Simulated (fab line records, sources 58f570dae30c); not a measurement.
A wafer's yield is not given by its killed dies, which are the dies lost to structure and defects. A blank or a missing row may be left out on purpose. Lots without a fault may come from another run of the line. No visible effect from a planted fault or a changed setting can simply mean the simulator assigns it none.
fab line records	flow berkeley-cmos170
record lots=7	wafers=21	last-day=11
route steps=331 shown V2@294 M3@309
lots with no fault: from the same line, run without faults
start-h: start of the lot's first displayed wafer, in hours after the record's first day	wait-h: how many hours have passed since the lot's step before this one	" identical to the entry in the row above	L1.1+2: one row covering several wafers at once	- value missing, or start not given	* or withheld: withheld	< > ~ a bound
route shown NAME@n: names a module that has steps shown in the file, with the first one's number in the route	usual: average and standard deviation across the fault-free wafers	same: alike in all rows	chamber/n: place in a boat	sites: per-site readings	_std_site: their standard deviation	_edge_site: mean of outer sites minus mean of inner sites	radius-mm: how far each site lies from the wafer's centre	mask NAME#n: copy n	behind: the last tool/chamber to shape the wafer	hold: what put the lot on hold/how long, in hours/how the hold closed	device: whichever transistor did not switch (one of n, p or np)	end of line: the tests these same wafers got at the end of their route	where a step has no rows: the recipe by itself	killed: at the first sort, the dies lost to defects and structure; wafer yield is something else	map: the dies of a wafer, with x for killed, . for not killed, _ for no die there
set.NAME: the setting that was run; set.NAME@STEP: the one run at that earlier step	model.NAME: the simulator's own value behind a step, which no gauge read
lots seen at some steps along the route; tables by step, rows by wafer
services: the hour from which a tool's chamber was out of use, counted from the record's first day as start-h (under 0 if before that day), plus the number of hours and why
## steps
# step UCB170_V2_CMP_02
# recipe material=SiO2	down-force-psi=6	platen-rpm=60	pad-velocity-m-s=0.75398
# usual motor-current-A=16.3/1.6	slurry-filter-dp-kPa=13.49/0.12
lot.wafer	tool	chamber	start-h	wait-h	motor-current-A	slurry-filter-dp-kPa
L412.1	cmp-01	0	189.63	0.2	15.5	13.52
L412.3	"	2	"	"	13.7	13.59
L412.6	"	1	"	"	18.5	13.44
L419.4	cmp-02	0	223.98	0.0	18.6	13.44
L419.3	"	1	"	"	15.1	13.61
L419.5	"	0	"	"	18.5	13.52
L421.3	cmp-01	1	236.07	0.2	17.3	13.41
L421.2	"	2	"	"	13.0	13.48
L421.6	"	3	"	"	16.4	13.55
L425.4	cmp-01	3	246.02	0.0	16.1	13.53
L425.2	"	1	"	"	17.1	13.55
L425.6	"	3	"	"	15.6	13.58
L426.4	cmp-01	2	254.04	0.2	14.3	13.75
L426.6	"	3	"	"	15.8	13.47
L426.5	"	0	"	"	16.5	13.47
L424.2	cmp-01	0	254.40	0.1	16.6	13.53
L424.1	"	1	"	"	18.9	13.47
L424.5	"	3	"	"	16.1	13.32
L431.2	cmp-01	2	269.90	0.0	13.6	13.43
L431.3	"	3	"	"	14.8	13.79
L431.1	"	0	"	"	15.9	13.38
# step UCB170_V2_BOW_MEAS_03
# recipe mode=bow
# usual V2_BOW=37/7.3
lot.wafer	tool	chamber	start-h	wait-h	V2_BOW[um]
L412.1	film-metro-04	-	189.93	0.2	45
L412.3	"	-	"	"	46
L412.6	"	-	"	"	45
L419.3	film-metro-01	-	224.32	0.2	35
L419.4	"	-	"	"	34
L419.5	"	-	"	"	32
L421.2	film-metro-02	-	236.29	0.1	34
L421.3	"	-	"	"	43
L421.6	"	-	"	"	29
L425.2	film-metro-01	-	246.34	0.2	40
L425.4	"	-	"	"	36
L425.6	"	-	"	"	37
L426.4	film-metro-01	-	254.25	0.2	33
L426.5	"	-	"	"	38
L426.6	"	-	"	"	44
L424.1	film-metro-04	-	254.65	0.1	37
L424.2	"	-	"	"	38
L424.5	"	-	"	"	34
L431.1	film-metro-04	-	270.20	0.1	33
L431.2	"	-	"	"	27
L431.3	"	-	"	"	34
# step UCB170_V2_THK_MEAS_04
# recipe reads=SiO2_of_V2_CVD_00
# usual V2_POLISHED_THK=999.4/1.4
lot.wafer	tool	chamber	start-h	wait-h	V2_POLISHED_THK[nm]
L412.1	film-metro-04	-	190.05	0.1	997.6
L412.3	"	-	"	"	999.1
L412.6	"	-	"	"	996.4
L419.3	film-metro-01	-	224.42	0.1	997.3
L419.4	"	-	"	"	997.3
L419.5	"	-	"	"	998.1
L421.2	film-metro-02	-	236.40	0.1	1000.5
L421.3	"	-	"	"	998.0
L421.6	"	-	"	"	1001.6
L425.2	film-metro-01	-	246.45	0.1	997.3
L425.4	"	-	"	"	999.1
L425.6	"	-	"	"	999.1
L426.4	film-metro-01	-	254.34	0.1	1000.1
L426.5	"	-	"	"	999.8
L426.6	"	-	"	"	999.9
L424.1	film-metro-04	-	254.77	0.1	998.6
L424.2	"	-	"	"	999.8
L424.5	"	-	"	"	999.4
L431.1	film-metro-04	-	270.32	0.1	999.7
L431.2	"	-	"	"	999.4
L431.3	"	-	"	"	1001.7
# step UCB170_V2_CLEAN_05
# recipe chemistry=DIW
# step UCB170_V2_HMDS_06
# recipe prime-time-s=60	prime-temp-c=100
# step UCB170_V2_COAT_07
# recipe resist=KrF	spin-rpm=1500	resist-thk-nm=900
# step UCB170_V2_SOFTBAKE_08
# recipe resist=KrF	temp-c=130	time-s=60
# step UCB170_V2_EXPOSE_09
# recipe mask-id=VIA2	target-cd-nm=700	na=0.5	sigma-outer=0.6	source-shape=conventional	dose-mj=37
# step UCB170_V2_PEB_10
# recipe peb-temp-c=130	peb-time-s=withheld	resist=KrF
# step UCB170_V2_DEVELOP_11
# recipe developer=TMAH	develop-time-s=45	resist=KrF	dev-temp-c=21
# step UCB170_V2_CD_MEAS_12
# recipe target-cd-nm=700
# usual cd-nm=700.0/1.7
lot.wafer	tool	chamber	start-h	wait-h	cd-nm
L412.1	cd-sem-02	-	191.83	-	701.2
L412.3	"	-	"	"	699.1
L412.6	"	-	"	"	699.6
L419.3	cd-sem-02	-	225.79	-	700.1
L419.4	"	-	"	"	699.0
L419.5	"	-	"	"	699.3
L421.2	cd-sem-02	-	238.48	-	698.5
L421.3	"	-	"	"	696.7
L421.6	"	-	"	"	697.2
L425.2	cd-sem-02	-	247.94	-	699.1
L425.4	"	-	"	"	699.7
L425.6	"	-	"	"	698.5
L426.4	cd-sem-02	-	255.46	-	700.3
L426.5	"	-	"	"	699.8
L426.6	"	-	"	"	699.9
L424.1	cd-sem-01	-	256.07	-	699.0
L424.2	"	-	"	"	699.5
L424.5	"	-	"	"	699.7
L431.1	cd-sem-02	-	271.70	-	700.0
L431.2	"	-	"	"	699.5
L431.3	"	-	"	"	698.8
# step UCB170_V2_OVL_MEAS_13
# usual V2_OVL=-3/4.9
lot.wafer	tool	chamber	start-h	wait-h	V2_OVL[nm]
L412.1	overlay-01	-	191.95	0.1	0
L412.3	"	-	"	"	1
L412.6	"	-	"	"	7
L419.3	overlay-01	-	225.88	0.1	0
L419.4	"	-	"	"	2
L419.5	"	-	"	"	2
L421.2	overlay-01	-	238.59	0.1	-4
L421.3	"	-	"	"	-3
L421.6	"	-	"	"	-7
L425.2	overlay-02	-	248.05	0.1	-7
L425.4	"	-	"	"	2
L425.6	"	-	"	"	-4
L426.4	overlay-02	-	255.54	0.1	0
L426.5	"	-	"	"	-5
L426.6	"	-	"	"	-2
L424.1	overlay-02	-	256.19	0.1	3
L424.2	"	-	"	"	-7
L424.5	"	-	"	"	3
L431.1	overlay-01	-	271.82	0.1	-4
L431.2	"	-	"	"	-2
L431.3	"	-	"	"	-1
# step UCB170_V2_ETCH_14
# recipe chemistry=CHF3/CF4/Ar	target=SiO2	stop-on=Al	CHF3_flow_sccm=45	cf4-flow-sccm=15	Ar_flow_sccm=150	pressure-mtorr=200	rf-w=700	target-depth-a=12500	over-etch-frac=0.25	time-s=291
# usual drypump-motor-current-A=5.8/0.56	oes-product-au=0.873/0.011	throttle-valve-pct=6.94/0.13
# same over-etch-frac=0.25
lot.wafer	tool	chamber	start-h	wait-h	drypump-motor-current-A	oes-product-au	rf-hours-counter-h	throttle-valve-pct	model.V2.feature-depth-nm	model.etch.depth-nm	model.KrF_of_V2_COAT_07.thk-nm
L412.1	rie-diel-03	2	191.99	0.0	5.8	0.882	62	7.03	998.8	998.8	612.4
L412.3	"	0	"	"	5.6	0.865	140	7.17	998.4	998.4	609.2
L412.6	"	0	"	"	5.6	0.861	-	7.17	997.2	997.2	606.4
L419.3	rie-diel-03	1	225.91	0.0	6.3	0.884	53	6.96	999	998.3	603.2
L419.4	"	3	"	"	5.3	0.871	0	6.95	997.8	997.6	611.8
L419.5	"	2	"	"	5.8	0.891	-	7.01	998.1	998.1	613.1
L421.2	rie-diel-03	1	238.62	0.0	6.3	0.878	54	6.97	1000	999.8	602
L421.3	"	3	"	"	5.3	0.717	1	6.95	686.2	686.2	730.1
L421.6	"	1	"	"	6.4	0.881	-	6.99	1002	1002	606.2
L425.2	rie-diel-03	0	248.08	0.0	5.6	0.874	0	7.17	997.9	997.9	621.4
L425.4	"	2	"	"	5.8	0.890	66	7.04	998.5	998.5	612.7
L425.6	"	3	"	"	5.3	0.721	-	6.95	688.9	688.9	734.9
L426.4	rie-diel-03	3	255.55	0.0	5.3	0.722	2	6.96	686.5	686.5	735
L426.5	"	3	"	"	5.3	0.730	-	6.95	696.7	696.7	733.7
L426.6	"	0	"	"	5.6	0.881	-	7.16	1001	1001	621.8
L424.1	rie-diel-01	3	256.23	0.0	5.6	0.842	108	6.78	998.4	998.4	618.3
L424.2	"	0	"	"	6.6	0.874	9	6.82	999.7	999.7	612.4
L424.5	"	0	"	"	6.6	0.882	-	6.86	1000	1000	611.1
L431.1	rie-diel-01	3	271.86	0.0	5.6	0.848	109	6.81	999.8	999.8	613.5
L431.2	"	2	"	"	5.3	0.870	0	7.03	999.4	999.3	613.9
L431.3	"	1	"	"	6.6	0.883	8	6.70	1001	1001	613.1
# step UCB170_V2_STRIP_15
# recipe chemistry=O2	power-w=400	pressure-mtorr=3500	platen-temp-c=withheld	o2-flow-sccm=400	overash-fraction=0.5
# usual drypump-motor-current-A=5.9/0.52	o2-flow-sccm=399.9/1.3	oes-product-au=0.722/0.0045	strip-time-to-endpoint-s=15.31/0.12
lot.wafer	tool	chamber	start-h	wait-h	drypump-motor-current-A	o2-flow-sccm	oes-product-au	rf-hours-counter-h	strip-time-to-endpoint-s
L412.1	plasma-asher-04	0	192.17	0.1	5.6	400.1	0.712	44	15.38
L412.3	"	1	"	"	6.1	399.4	0.721	-	15.29
L412.6	"	0	"	"	5.6	401.0	0.722	-	15.22
L419.3	plasma-asher-03	0	226.12	0.1	6.0	399.7	0.720	-	15.17
L419.4	"	1	"	"	6.5	399.0	0.728	-	15.35
L419.5	"	0	"	"	6.0	401.2	0.716	-	15.39
L421.2	plasma-asher-03	1	238.80	0.1	6.4	399.7	0.717	57	15.12
L421.3	"	0	"	"	6.0	400.4	0.721	-	18.10
L421.6	"	0	"	"	6.0	400.8	0.730	-	15.24
L425.2	plasma-asher-03	0	248.26	0.1	6.0	400.6	0.718	58	15.57
L425.4	"	1	"	"	6.4	397.7	0.720	-	15.38
L425.6	"	1	"	"	6.4	399.0	0.726	-	18.22
L426.4	plasma-asher-04	0	255.77	0.1	5.6	401.5	0.717	-	18.24
L426.5	"	1	"	"	6.1	398.4	0.719	-	18.20
L426.6	"	0	"	"	5.6	399.8	0.729	-	15.58
L424.1	plasma-asher-02	0	256.41	0.1	4.8	399.7	0.729	57	15.51
L424.2	"	1	"	"	6.0	398.4	0.724	57	15.37
L424.5	"	1	"	"	6.0	400.2	0.712	-	15.33
L431.1	plasma-asher-03	0	272.03	0.1	6.0	400.5	0.721	61	15.39
L431.2	"	1	"	"	6.4	401.6	0.716	61	15.40
L431.3	"	0	"	"	6.0	400.4	0.716	-	15.38
# step UCB170_V2_CD_MEAS_90
# recipe target-cd-nm=700
# usual cd-nm=699.9/1.7
lot.wafer	tool	chamber	start-h	wait-h	cd-nm
L412.1	cd-sem-01	-	192.27	0.1	700.8
L412.3	"	-	"	"	698.8
L412.6	"	-	"	"	699.3
L419.3	cd-sem-02	-	226.22	0.1	699.0
L419.4	"	-	"	"	699.3
L419.5	"	-	"	"	699.2
L421.2	cd-sem-01	-	238.92	0.1	697.1
L421.3	"	-	"	"	693.7
L421.6	"	-	"	"	696.7
L425.2	cd-sem-02	-	248.38	0.1	699.2
L425.4	"	-	"	"	698.9
L425.6	"	-	"	"	694.5
L426.4	cd-sem-02	-	255.89	0.1	696.2
L426.5	"	-	"	"	696.2
L426.6	"	-	"	"	699.9
L424.1	cd-sem-02	-	256.51	0.1	699.8
L424.2	"	-	"	"	698.7
L424.5	"	-	"	"	698.1
L431.1	cd-sem-01	-	272.13	0.1	701.2
L431.2	"	-	"	"	699.0
L431.3	"	-	"	"	698.7
# step UCB170_M3_PRE_CLEAN_00
# recipe gas=Ar	preclean-etch-time-s=60
## services
tool	chamber	start-h	hours	kind
cmp-01	-	182.34	1.3	repair
cmp-02	-	188.39	1.5	repair
rie-diel-03	3	190.55	10.0	repair
rie-diel-03	3	200.58	-	clean
rie-diel-03	3	200.58	23.8	scheduled-down
rie-diel-03	3	200.58	23.8	vent-cycle
plasma-asher-04	-	211.67	28.1	pm
rie-diel-01	1	214.85	5.7	repair
rie-diel-03	0	227.21	-	clean
rie-diel-03	0	227.21	17.3	scheduled-down
rie-diel-03	0	227.21	17.3	vent-cycle
cmp-02	-	232.00	4.0	pm
cmp-02	-	236.00	-	consumable-replace:conditioner
cmp-02	-	236.00	-	consumable-replace:pad
rie-diel-01	2	251.13	-	clean
rie-diel-01	2	251.13	18.2	scheduled-down
rie-diel-01	2	251.13	18.2	vent-cycle
plasma-asher-02	-	257.22	3.6	repair
## key
first-sign step=UCB170_V2_ETCH_14	reading=oes-product-au	direction=down	sigmas=13	usual=0.873	struck=0.722
effect step=UCB170_V2_STRIP_15	reading=strip-time-to-endpoint-s	direction=up	sigmas=24	usual=*	struck=*
effect step=UCB170_V2_CD_MEAS_90	reading=cd-nm	direction=down	sigmas=2.7	usual=699.9	struck=695.1
model-effect step=UCB170_V2_ETCH_14	value=V2.feature-depth-nm	without=999.7	struck=689.6
met-at UCB170_V2_ETCH_14
struck-wafers L421.3,L425.6,L426.4,L426.5
later-rows-left-out L421.3,L425.6,L426.4,L426.5
sort-left-out L421.3,L425.6,L426.4,L426.5
onset-between 225.91 238.62
fault kind=process-parameter-drift	tool=rie-diel-03	chamber=3	onset-h=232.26	steps=UCB170_V2_ETCH_14	channel=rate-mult	offset=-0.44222	shape=step	end-h=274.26
# sort-left-out: the simulated sort isn't trusted on such a fault, so these wafers' sort isn't shown, and their yield isn't known
# later-rows-left-out: the simulator's readings of these wafers behind a module that went badly wrong aren't trusted and aren't shown, but for the sort
